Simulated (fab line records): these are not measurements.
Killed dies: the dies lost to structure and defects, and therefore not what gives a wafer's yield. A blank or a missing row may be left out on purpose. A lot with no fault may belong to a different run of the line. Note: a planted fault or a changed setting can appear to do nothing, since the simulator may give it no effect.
Lot-split experiment + flow berkeley_cmos170 + 5 lots, 23 wafers read, on a route of 331 steps

== ABOUT THE SPLIT ==
At UCB170_GATE_COAT_07 (resist thk 900 nm), the setting spin_rpm was moved away from the recipe's 1500 rpm on 8 of the 23 wafers read, by -5.1% to +6.9%. All remaining wafers had this setting at the recipe value.

There is no step in the file separating the split from the reading.

== THE READING ==
KrF_of_GATE_COAT_07.thk_nm (the simulator's own value, which no gauge read), in nm, at UCB170_GATE_SOFTBAKE_08 (time 60 s). The file gives no usual value for it. Average 897.4 nm, standard deviation 2.8 nm, over the 15 wafers here run with the recipe.

| wafer  | tool, chamber at the split | spin_rpm as run, rpm | against the recipe | KrF_of_GATE_COAT_07.thk_nm, nm | against lot-mates on the recipe |
|--------|----------------------------|----------------------|--------------------|--------------------------------|---------------------------------|
| L077.1 | litho_track-02, 0          | 1500                 | recipe             | 899.2                          | -                               |
| L077.2 | litho_track-02, 0          | 1531                 | +2.1%              | 887.3                          | -10.6                           |
| L077.3 | litho_track-02, 0          | 1531                 | +2.1%              | 891.3                          | -6.6                            |
| L077.5 | litho_track-02, 0          | 1531                 | +2.1%              | 886.7                          | -11.2                           |
| L077.6 | litho_track-02, 0          | 1500                 | recipe             | 896.6                          | -                               |
| L079.1 | litho_track-02, 0          | 1500                 | recipe             | 893.2                          | -                               |
| L079.2 | litho_track-02, 0          | 1500                 | recipe             | 893.5                          | -                               |
| L079.3 | litho_track-02, 0          | 1500                 | recipe             | 895                            | -                               |
| L079.5 | litho_track-02, 0          | 1500                 | recipe             | 895.6                          | -                               |
| L079.6 | litho_track-02, 0          | 1500                 | recipe             | 894.6                          | -                               |
| L080.1 | litho_track-03, 0          | 1603                 | +6.9%              | 869.3                          | -31.2                           |
| L080.2 | litho_track-03, 0          | 1500                 | recipe             | 899.9                          | -                               |
| L080.3 | litho_track-03, 0          | 1500                 | recipe             | 901                            | -                               |
| L080.5 | litho_track-03, 0          | 1603                 | +6.9%              | 869.7                          | -30.8                           |
| L080.6 | litho_track-03, 0          | 1603                 | +6.9%              | 870.4                          | -30.1                           |
| L084.1 | litho_track-02, 0          | 1500                 | recipe             | 895                            | -                               |
| L084.3 | litho_track-02, 0          | 1500                 | recipe             | 897.2                          | -                               |
| L084.4 | litho_track-02, 0          | 1423                 | -5.1%              | 922.9                          | +26.1                           |
| L084.5 | litho_track-02, 0          | 1500                 | recipe             | 898.1                          | -                               |
| L084.6 | litho_track-02, 0          | 1423                 | -5.1%              | 921.7                          | +24.9                           |
| L085.2 | litho_track-01, 0          | 1500                 | recipe             | 899.9                          | -                               |
| L085.5 | litho_track-01, 0          | 1500                 | recipe             | 902.3                          | -                               |
| L085.6 | litho_track-01, 0          | 1500                 | recipe             | 900.1                          | -                               |

THE FIT
A straight line over all 23 wafers: KrF_of_GATE_COAT_07.thk_nm changes by -4.29 nm for each +1% of spin_rpm; r = -0.98; the points scatter about the line by 2.7 nm.
The same after taking each lot's own level away (the mean of its wafers on the recipe; 23 wafers): -4.63 nm for each +1%; r = -1.00; scatter 1.4 nm.
On that fit, the largest move of spin_rpm shifts the reading by 32 nm.
Across the lots, their own levels run from 894.38 to 900.77 nm, a range of 2.3 times the standard deviation given above.
So the lot-to-lot level changes the slope little: the two slopes agree.
Check: -31.5 nm against its lot-mates is what the line predicts for one of the wafers moved furthest among these (+6.9%) when that wafer is left out of the fit. Against them it came out at -31.2 nm.

== THE OTHER SPLITS THESE WAFERS WENT THROUGH ==
Before the reading, these wafers also passed through other splits. Each is held against what the fit with the lots' levels taken away leaves over:
| other split on the same wafers      | wafers away from the commonest value | r with KrF_of_GATE_COAT_07.thk_nm (lot level and that fit taken away) |
|-------------------------------------|--------------------------------------|-----------------------------------------------------------------------|
| UCB170_START_OXIDATION_02 ox_time_s | 15                                   | +0.07                                                                 |
| UCB170_NWELL_COAT_07 spin_rpm       | 10                                   | +0.09                                                                 |
| UCB170_NWELL_IMPLANT_14 energy_kev  | 9                                    | -0.10                                                                 |
| UCB170_PWELL_CVD_05 temp_c          | 18                                   | +0.03                                                                 |
| UCB170_PWELL_ETCH_14 rf_w           | 6                                    | -0.02                                                                 |
| UCB170_PFIELD_IMPLANT_07 dose_cm2   | 9                                    | +0.07                                                                 |
| UCB170_NVT_IMPLANT_07 energy_kev    | 7                                    | +0.16                                                                 |
| UCB170_GATE_OXIDATION_01 ox_time_s  | 15                                   | -0.01                                                                 |

== THE WHOLE CHAIN: every reading that the file lists as answering this split, in the file's order ==
| step                    | what it does      | reading                                                                     | change (the file's fit)              | r (the file's) |
|-------------------------|-------------------|-----------------------------------------------------------------------------|--------------------------------------|----------------|
| UCB170_GATE_COAT_07     | resist thk 900 nm | KrF_of_GATE_COAT_07.thk_nm (the simulator's own value, which no gauge read) | -4.65 nm for each +1% of the setting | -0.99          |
| UCB170_GATE_SOFTBAKE_08 | time 60 s         | KrF_of_GATE_COAT_07.thk_nm (the simulator's own value, which no gauge read) | -4.64 nm for each +1% of the setting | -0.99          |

== THE FILE'S OWN FIT ==
KrF_of_GATE_COAT_07.thk_nm changes by -4.64 nm for each +1% of spin_rpm, r = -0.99.
